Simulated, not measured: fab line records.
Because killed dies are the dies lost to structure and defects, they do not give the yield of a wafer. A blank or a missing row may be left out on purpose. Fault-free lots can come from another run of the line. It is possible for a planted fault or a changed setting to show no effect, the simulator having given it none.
Which tool was responsible? || flow berkeley-cmos170 || 42 wafers from 14 lots sampled at 4 of the route's 331 steps

== WHAT THE GAUGES SHOWED, per wafer ==
UCB170_PWELL_OVL_MEAS_13. Usual: PWELL_OVL 2 nm, standard deviation 6.5.
{"lot": "L910", "measured": "day 3 07:22", "on": "overlay-01", "PWELL_OVL (nm)": "7 -4 2", "flag": ""}
{"lot": "L912", "measured": "day 3 16:06", "on": "overlay-02", "PWELL_OVL (nm)": "-5 -3 -8", "flag": ""}
{"lot": "L913", "measured": "day 4 01:40", "on": "overlay-01", "PWELL_OVL (nm)": "3 3 6", "flag": ""}
{"lot": "L914", "measured": "day 4 06:58", "on": "overlay-01", "PWELL_OVL (nm)": "8 4 -4", "flag": ""}
{"lot": "L915", "measured": "day 4 06:58", "on": "overlay-02", "PWELL_OVL (nm)": "-4 4 5", "flag": ""}
{"lot": "L916", "measured": "day 4 13:16", "on": "overlay-01", "PWELL_OVL (nm)": "5 -1 -10", "flag": ""}
{"lot": "L917", "measured": "day 4 17:44", "on": "overlay-02", "PWELL_OVL (nm)": "-11 3 4", "flag": ""}
{"lot": "L920", "measured": "day 5 03:48", "on": "overlay-02", "PWELL_OVL (nm)": "3 2 -7", "flag": ""}
{"lot": "L923", "measured": "day 6 00:06", "on": "overlay-02", "PWELL_OVL (nm)": "17 7 20", "flag": ""}
{"lot": "L922", "measured": "day 6 00:22", "on": "overlay-02", "PWELL_OVL (nm)": "0 7 -7", "flag": ""}
{"lot": "L926", "measured": "day 6 17:36", "on": "overlay-01", "PWELL_OVL (nm)": "4 -2 9", "flag": ""}
{"lot": "L925", "measured": "day 6 17:39", "on": "overlay-02", "PWELL_OVL (nm)": "-3 1 2", "flag": ""}
{"lot": "L927", "measured": "day 7 02:47", "on": "overlay-02", "PWELL_OVL (nm)": "-3 6 11", "flag": ""}
{"lot": "L933", "measured": "day 8 06:27", "on": "overlay-02", "PWELL_OVL (nm)": "7 -7 -2", "flag": ""}

UCB170_SILICIDE_RS_MEAS_02: measures by four-point-probe. Usual: SILICIDE_TI_RS 26.1 ohm/sq, standard deviation 0.36.
{"lot": "L910", "measured": "day 7 22:53", "on": "film-metro-02", "SILICIDE_TI_RS (ohm/sq)": "26.2 26.1 25.6", "flag": ""}
{"lot": "L912", "measured": "day 7 22:16", "on": "film-metro-01", "SILICIDE_TI_RS (ohm/sq)": "26.2 25.9 26.1", "flag": ""}
{"lot": "L913", "measured": "day 8 14:32", "on": "film-metro-02", "SILICIDE_TI_RS (ohm/sq)": "26.7 26.6 26.6", "flag": ""}
{"lot": "L914", "measured": "day 8 14:42", "on": "film-metro-04", "SILICIDE_TI_RS (ohm/sq)": "26.0 25.8 25.5", "flag": ""}
{"lot": "L915", "measured": "day 8 15:01", "on": "film-metro-04", "SILICIDE_TI_RS (ohm/sq)": "25.7 25.9 25.9", "flag": ""}
{"lot": "L916", "measured": "day 8 22:41", "on": "film-metro-02", "SILICIDE_TI_RS (ohm/sq)": "25.5 26.0 26.4", "flag": ""}
{"lot": "L917", "measured": "day 9 13:35", "on": "film-metro-02", "SILICIDE_TI_RS (ohm/sq)": "26.1 25.4 26.1", "flag": ""}
{"lot": "L920", "measured": "day 9 13:58", "on": "film-metro-01", "SILICIDE_TI_RS (ohm/sq)": "25.7 26.1 25.7", "flag": ""}
{"lot": "L923", "measured": "day 10 13:00", "on": "film-metro-02", "SILICIDE_TI_RS (ohm/sq)": "25.9 26.1 25.8", "flag": ""}
{"lot": "L922", "measured": "day 10 13:01", "on": "film-metro-01", "SILICIDE_TI_RS (ohm/sq)": "26.2 26.1 25.9", "flag": ""}
{"lot": "L926", "measured": "day 11 15:13", "on": "film-metro-02", "SILICIDE_TI_RS (ohm/sq)": "26.3 26.2 26.0", "flag": ""}
{"lot": "L925", "measured": "day 11 15:04", "on": "film-metro-01", "SILICIDE_TI_RS (ohm/sq)": "22.5 22.3 22.1", "flag": "OFF"}
{"lot": "L927", "measured": "day 11 19:40", "on": "film-metro-02", "SILICIDE_TI_RS (ohm/sq)": "21.9 22.2 22.4", "flag": "OFF"}
{"lot": "L933", "measured": "day 13 00:32", "on": "film-metro-04", "SILICIDE_TI_RS (ohm/sq)": "26.7 27.0 26.7", "flag": ""}

UCB170_SILICIDE_THK_MEAS_03: measures by xrf. Usual: SILICIDE_TI_THK 30.2 nm, standard deviation 0.37.
{"lot": "L910", "measured": "day 7 23:00", "on": "film-metro-02", "SILICIDE_TI_THK (nm)": "30.0 30.2 30.6", "flag": ""}
{"lot": "L912", "measured": "day 7 22:23", "on": "film-metro-01", "SILICIDE_TI_THK (nm)": "30.2 30.5 30.3", "flag": ""}
{"lot": "L913", "measured": "day 8 14:39", "on": "film-metro-02", "SILICIDE_TI_THK (nm)": "29.9 29.7 30.0", "flag": ""}
{"lot": "L914", "measured": "day 8 14:48", "on": "film-metro-04", "SILICIDE_TI_THK (nm)": "30.3 30.5 30.7", "flag": ""}
{"lot": "L915", "measured": "day 8 15:07", "on": "film-metro-04", "SILICIDE_TI_THK (nm)": "30.5 30.3 30.3", "flag": ""}
{"lot": "L916", "measured": "day 8 22:48", "on": "film-metro-02", "SILICIDE_TI_THK (nm)": "31.1 30.5 30.0", "flag": ""}
{"lot": "L917", "measured": "day 9 13:42", "on": "film-metro-02", "SILICIDE_TI_THK (nm)": "30.2 31.0 30.0", "flag": ""}
{"lot": "L920", "measured": "day 9 14:05", "on": "film-metro-01", "SILICIDE_TI_THK (nm)": "30.7 30.4 30.8", "flag": ""}
{"lot": "L923", "measured": "day 10 13:05", "on": "film-metro-02", "SILICIDE_TI_THK (nm)": "30.4 30.2 30.6", "flag": ""}
{"lot": "L922", "measured": "day 10 13:07", "on": "film-metro-01", "SILICIDE_TI_THK (nm)": "30.2 30.3 30.3", "flag": ""}
{"lot": "L926", "measured": "day 11 15:19", "on": "film-metro-02", "SILICIDE_TI_THK (nm)": "30.1 30.0 30.4", "flag": ""}
{"lot": "L925", "measured": "day 11 15:11", "on": "film-metro-01", "SILICIDE_TI_THK (nm)": "34.3 34.6 35.0", "flag": "OFF"}
{"lot": "L927", "measured": "day 11 19:47", "on": "film-metro-02", "SILICIDE_TI_THK (nm)": "35.4 34.8 34.5", "flag": "OFF"}
{"lot": "L933", "measured": "day 13 00:39", "on": "film-metro-04", "SILICIDE_TI_THK (nm)": "29.5 29.3 29.6", "flag": ""}

== EACH LOT AND THE TOOL THAT RAN IT (in order: tool; ch and the chambers of the sampled wafers; start) ==
{"lot": "L910", "UCB170_SILICIDE_SPUTTER_01": "pvd-sputter-03, day 7 22:50"}
{"lot": "L912", "UCB170_SILICIDE_SPUTTER_01": "pvd-sputter-01, day 7 22:14"}
{"lot": "L913", "UCB170_SILICIDE_SPUTTER_01": "pvd-sputter-03, day 8 14:30"}
{"lot": "L914", "UCB170_SILICIDE_SPUTTER_01": "pvd-sputter-04, day 8 14:38"}
{"lot": "L915", "UCB170_SILICIDE_SPUTTER_01": "pvd-sputter-01, day 8 14:57"}
{"lot": "L916", "UCB170_SILICIDE_SPUTTER_01": "pvd-sputter-03, day 8 22:39"}
{"lot": "L917", "UCB170_SILICIDE_SPUTTER_01": "pvd-sputter-03, day 9 13:33"}
{"lot": "L920", "UCB170_SILICIDE_SPUTTER_01": "pvd-sputter-04, day 9 13:56"}
{"lot": "L923", "UCB170_SILICIDE_SPUTTER_01": "pvd-sputter-04, day 10 12:55"}
{"lot": "L922", "UCB170_SILICIDE_SPUTTER_01": "pvd-sputter-01, day 10 12:56"}
{"lot": "L926", "UCB170_SILICIDE_SPUTTER_01": "pvd-sputter-01, day 11 15:09"}
{"lot": "L925", "UCB170_SILICIDE_SPUTTER_01": "pvd-sputter-03, day 11 15:02"}
{"lot": "L927", "UCB170_SILICIDE_SPUTTER_01": "pvd-sputter-03, day 11 19:37"}
{"lot": "L933", "UCB170_SILICIDE_SPUTTER_01": "pvd-sputter-01, day 13 00:29"}
- UCB170_SILICIDE_SPUTTER_01: material Ti, target thk 30 nm, time 25 s.

== AS READ BY THE TOOLS THEMSELVES (means over the sampled wafers that have a number; for cases with no such wafer, the mark the record gives instead) ==
UCB170_SILICIDE_SPUTTER_01. Usual: cathode-dc-power-W 1500.0 W, standard deviation 0.27; throttle-valve-pct 29.8 %, standard deviation 0.79.
{"lot": "L910", "tool": "pvd-sputter-03", "cathode-dc-power-W (W)": 1499.8, "throttle-valve-pct (%)": 29.7, "flag": ""}
{"lot": "L912", "tool": "pvd-sputter-01", "cathode-dc-power-W (W)": 1500.1, "throttle-valve-pct (%)": 29.9, "flag": ""}
{"lot": "L913", "tool": "pvd-sputter-03", "cathode-dc-power-W (W)": 1499.8, "throttle-valve-pct (%)": 29.8, "flag": ""}
{"lot": "L914", "tool": "pvd-sputter-04", "cathode-dc-power-W (W)": 1500.1, "throttle-valve-pct (%)": 29.4, "flag": ""}
{"lot": "L915", "tool": "pvd-sputter-01", "cathode-dc-power-W (W)": 1500.1, "throttle-valve-pct (%)": 30.3, "flag": ""}
{"lot": "L916", "tool": "pvd-sputter-03", "cathode-dc-power-W (W)": 1500.0, "throttle-valve-pct (%)": 29.5, "flag": ""}
{"lot": "L917", "tool": "pvd-sputter-03", "cathode-dc-power-W (W)": 1500.1, "throttle-valve-pct (%)": 29.7, "flag": ""}
{"lot": "L920", "tool": "pvd-sputter-04", "cathode-dc-power-W (W)": 1500.0, "throttle-valve-pct (%)": 29.1, "flag": ""}
{"lot": "L923", "tool": "pvd-sputter-04", "cathode-dc-power-W (W)": 1500.1, "throttle-valve-pct (%)": 30.5, "flag": ""}
{"lot": "L922", "tool": "pvd-sputter-01", "cathode-dc-power-W (W)": 1500.1, "throttle-valve-pct (%)": 30.6, "flag": ""}
{"lot": "L926", "tool": "pvd-sputter-01", "cathode-dc-power-W (W)": 1500.2, "throttle-valve-pct (%)": 30.6, "flag": ""}
{"lot": "L925", "tool": "pvd-sputter-03", "cathode-dc-power-W (W)": 1734.1, "throttle-valve-pct (%)": 29.7, "flag": "OFF"}
{"lot": "L927", "tool": "pvd-sputter-03", "cathode-dc-power-W (W)": 1734.1, "throttle-valve-pct (%)": 29.8, "flag": "OFF"}
{"lot": "L933", "tool": "pvd-sputter-01", "cathode-dc-power-W (W)": 1500.0, "throttle-valve-pct (%)": 30.3, "flag": ""}

== THE ANSWER, worked out from the rows above alone ==
Rule: lot off if the mean of its wafers having a number is beyond 3 standard deviations from the usual mean. Also off: a lot with no number at a reading for which 4 or more lots have one. Any other lot the step has rows for is counted as sound. First the gauges in route order, then the tools' own readings, where a lot's mean is used as printed above. The first step at which some lot is off is used, and at that step the reading that is off furthest; a lot without a number counts as furthest.
Off: L925, L927, at UCB170_SILICIDE_RS_MEAS_02 (SILICIDE_TI_RS).
A tool fits if, at a process step before that reading, it ran every lot that is off, and no sound lot after the first of them. The gauges at UCB170_SILICIDE_RS_MEAS_02 aren't tried: what is off there is off at UCB170_SILICIDE_SPUTTER_01 too, on other tools, and a gauge's error can't cause that. One fits: UCB170_SILICIDE_SPUTTER_01 on pvd-sputter-03. Its last sound lot is L917 (day 9 13:33), its first lot that is off L925 (day 11 15:02): a fault that began between those two fits.
On the lots that are off, the tool's own readings at UCB170_SILICIDE_SPUTTER_01 differ by more than 5 times the standard deviation of the sound lots' means, which bears it out; cathode-dc-power-W reads 1734.1 W there versus 1500.0 W on the sound lots.

== WHAT HAD BEEN PUT IN BY THE SIMULATOR ==
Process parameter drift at UCB170_SILICIDE_SPUTTER_01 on pvd-sputter-03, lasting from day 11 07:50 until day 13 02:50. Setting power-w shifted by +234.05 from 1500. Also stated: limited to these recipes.
Struck lots among those shown: L925, L927. The rule given above showed the same thing.
